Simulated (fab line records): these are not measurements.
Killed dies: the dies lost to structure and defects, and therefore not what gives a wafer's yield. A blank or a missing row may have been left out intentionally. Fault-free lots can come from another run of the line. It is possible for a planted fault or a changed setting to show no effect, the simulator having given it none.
Which tool was responsible? || flow berkeley_cmos170 || 14 lots with 42 wafers sampled at 2 steps, on a route of 331 steps

WHAT THE GAUGES READ, wafer by wafer
UCB170_PSD_CD_MEAS_06 targets a cd of 1200 nm.
{"lot": "L505", "measured": "day 7 00:54", "on": "cd_sem-01", "cd_nm (nm)": "1200.0 1201.4 1201.1"}
{"lot": "L506", "measured": "day 7 01:09", "on": "cd_sem-02", "cd_nm (nm)": "1200.9 1200.2 1200.1"}
{"lot": "L510", "measured": "day 7 14:11", "on": "cd_sem-02", "cd_nm (nm)": "1197.1 1198.8 1197.0"}
{"lot": "L511", "measured": "day 7 21:19", "on": "cd_sem-02", "cd_nm (nm)": "1198.3 1199.2 1198.1"}
{"lot": "L513", "measured": "day 8 18:22", "on": "cd_sem-01", "cd_nm (nm)": "1195.3 1196.1 1194.5"}
{"lot": "L515", "measured": "day 8 18:40", "on": "cd_sem-01", "cd_nm (nm)": "1195.6 1195.3 1195.4"}
{"lot": "L517", "measured": "day 9 06:49", "on": "cd_sem-01", "cd_nm (nm)": "1199.9 1198.9 1199.5"}
{"lot": "L519", "measured": "day 9 10:33", "on": "cd_sem-02", "cd_nm (nm)": "1199.6 1197.6 1198.6"}
{"lot": "L520", "measured": "day 9 16:22", "on": "cd_sem-01", "cd_nm (nm)": "1200.4 1200.1 1201.9"}
{"lot": "L521", "measured": "day 9 20:59", "on": "cd_sem-02", "cd_nm (nm)": "1201.3 1200.3 1200.8"}
{"lot": "L523", "measured": "day 10 10:04", "on": "cd_sem-02", "cd_nm (nm)": "1199.7 1197.7 1198.0"}
{"lot": "L524", "measured": "day 10 10:04", "on": "cd_sem-01", "cd_nm (nm)": "1196.6 1197.2 1198.8"}
{"lot": "L525", "measured": "day 10 10:31", "on": "cd_sem-01", "cd_nm (nm)": "1201.3 1201.5 1202.2"}
{"lot": "L528", "measured": "day 11 19:22", "on": "cd_sem-01", "cd_nm (nm)": "1200.9 1200.9 1200.8"}

TOOL THAT RAN EACH LOT (tool first, then ch and the chambers of the sampled wafers, then the start)
{"lot": "L505", "UCB170_PSD_SOFTBAKE_02": "litho_track-04 ch 0, day 6 23:40"}
{"lot": "L506", "UCB170_PSD_SOFTBAKE_02": "litho_track-01 ch 0, day 6 23:44"}
{"lot": "L510", "UCB170_PSD_SOFTBAKE_02": "litho_track-03 ch 0, day 7 13:19"}
{"lot": "L511", "UCB170_PSD_SOFTBAKE_02": "litho_track-03 ch 0, day 7 19:59"}
{"lot": "L513", "UCB170_PSD_SOFTBAKE_02": "litho_track-03 ch 0, day 8 17:30"}
{"lot": "L515", "UCB170_PSD_SOFTBAKE_02": "litho_track-03 ch 0, day 8 17:53"}
{"lot": "L517", "UCB170_PSD_SOFTBAKE_02": "litho_track-01 ch 0, day 9 05:51"}
{"lot": "L519", "UCB170_PSD_SOFTBAKE_02": "litho_track-04 ch 0, day 9 09:25"}
{"lot": "L520", "UCB170_PSD_SOFTBAKE_02": "litho_track-04 ch 0, day 9 15:28"}
{"lot": "L521", "UCB170_PSD_SOFTBAKE_02": "litho_track-01 ch 0, day 9 19:38"}
{"lot": "L523", "UCB170_PSD_SOFTBAKE_02": "litho_track-04 ch 0, day 10 09:12"}
{"lot": "L524", "UCB170_PSD_SOFTBAKE_02": "litho_track-01 ch 0, day 10 09:12"}
{"lot": "L525", "UCB170_PSD_SOFTBAKE_02": "litho_track-01 ch 0, day 10 09:39"}
{"lot": "L528", "UCB170_PSD_SOFTBAKE_02": "litho_track-04 ch 0, day 11 18:38"}
- UCB170_PSD_SOFTBAKE_02: time 60 s.

AS READ BY THE TOOLS THEMSELVES (means over the sampled wafers that have a number; for cases with no such wafer, the mark the record gives instead)
UCB170_PSD_SOFTBAKE_02.
{"lot": "L505", "tool": "litho_track-04", "heater_power_total_W (W)": 56.74, "plate_temp_C (C)": 130.06}
{"lot": "L506", "tool": "litho_track-01", "heater_power_total_W (W)": 56.81, "plate_temp_C (C)": 130.04}
{"lot": "L510", "tool": "litho_track-03", "heater_power_total_W (W)": 56.74, "plate_temp_C (C)": 130.01}
{"lot": "L511", "tool": "litho_track-03", "heater_power_total_W (W)": 56.80, "plate_temp_C (C)": 130.10}
{"lot": "L513", "tool": "litho_track-03", "heater_power_total_W (W)": 55.58, "plate_temp_C (C)": 127.95}
{"lot": "L515", "tool": "litho_track-03", "heater_power_total_W (W)": 55.61, "plate_temp_C (C)": 127.99}
{"lot": "L517", "tool": "litho_track-01", "heater_power_total_W (W)": 56.80, "plate_temp_C (C)": 130.04}
{"lot": "L519", "tool": "litho_track-04", "heater_power_total_W (W)": 56.78, "plate_temp_C (C)": 129.91}
{"lot": "L520", "tool": "litho_track-04", "heater_power_total_W (W)": 56.81, "plate_temp_C (C)": 130.16}
{"lot": "L521", "tool": "litho_track-01", "heater_power_total_W (W)": 56.83, "plate_temp_C (C)": 129.84}
{"lot": "L523", "tool": "litho_track-04", "heater_power_total_W (W)": 56.76, "plate_temp_C (C)": 130.08}
{"lot": "L524", "tool": "litho_track-01", "heater_power_total_W (W)": 56.84, "plate_temp_C (C)": 130.03}
{"lot": "L525", "tool": "litho_track-01", "heater_power_total_W (W)": 56.79, "plate_temp_C (C)": 129.77}
{"lot": "L528", "tool": "litho_track-04", "heater_power_total_W (W)": 56.80, "plate_temp_C (C)": 130.25}

THE ANSWER, worked out from the rows above alone
Rule: what is usual is taken from the lots themselves. Put in order of their means at a reading, lots are off if they are a third of the lots or fewer, leave a main group of 4 or more, and stand apart from it by a gap of 3 or more times the standard deviation of the main group's means; of several such gaps the widest counts. If all means in a main group match to the digits the tables above print for the reading, that group is not used. A lot without any number at a reading at which 4 lots or more have one is off too. The other lots that the step has rows for count as sound. Order of review: gauges by route order, followed by the tools' own readings, for which a lot's mean as printed above is used. At the first step where some lot is off, the reading lying furthest off is the one used; lots without a number count as furthest.
Off: L513, L515, at UCB170_PSD_SOFTBAKE_02 (heater_power_total_W). The main group has a mean of 56.79 W with a standard deviation of 0.031.
A tool fits if, at that step or a process step before it, it ran every lot that is off, and no sound lot after the first of them. One candidate fits, namely litho_track-03 at UCB170_PSD_SOFTBAKE_02. A fault onset in the window from L511 (day 7 19:59, its last sound lot) to L513 (day 8 17:30, its first lot off) fits.
The tool's own readings at UCB170_PSD_SOFTBAKE_02 bear it out: on the lots that are off they differ by more than 5 times the standard deviation of the sound lots' means. heater_power_total_W reads 55.59 W there against 56.79 W on the sound lots; plate_temp_C reads 127.97 C there against 130.02 C on the sound lots.

WHAT WAS PUT IN BY THE SIMULATOR
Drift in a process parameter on litho_track-03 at UCB170_PSD_SOFTBAKE_02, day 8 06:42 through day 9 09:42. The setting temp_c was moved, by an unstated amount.
Shown lots that were struck: L513, L515. This agrees with what the rule above found.
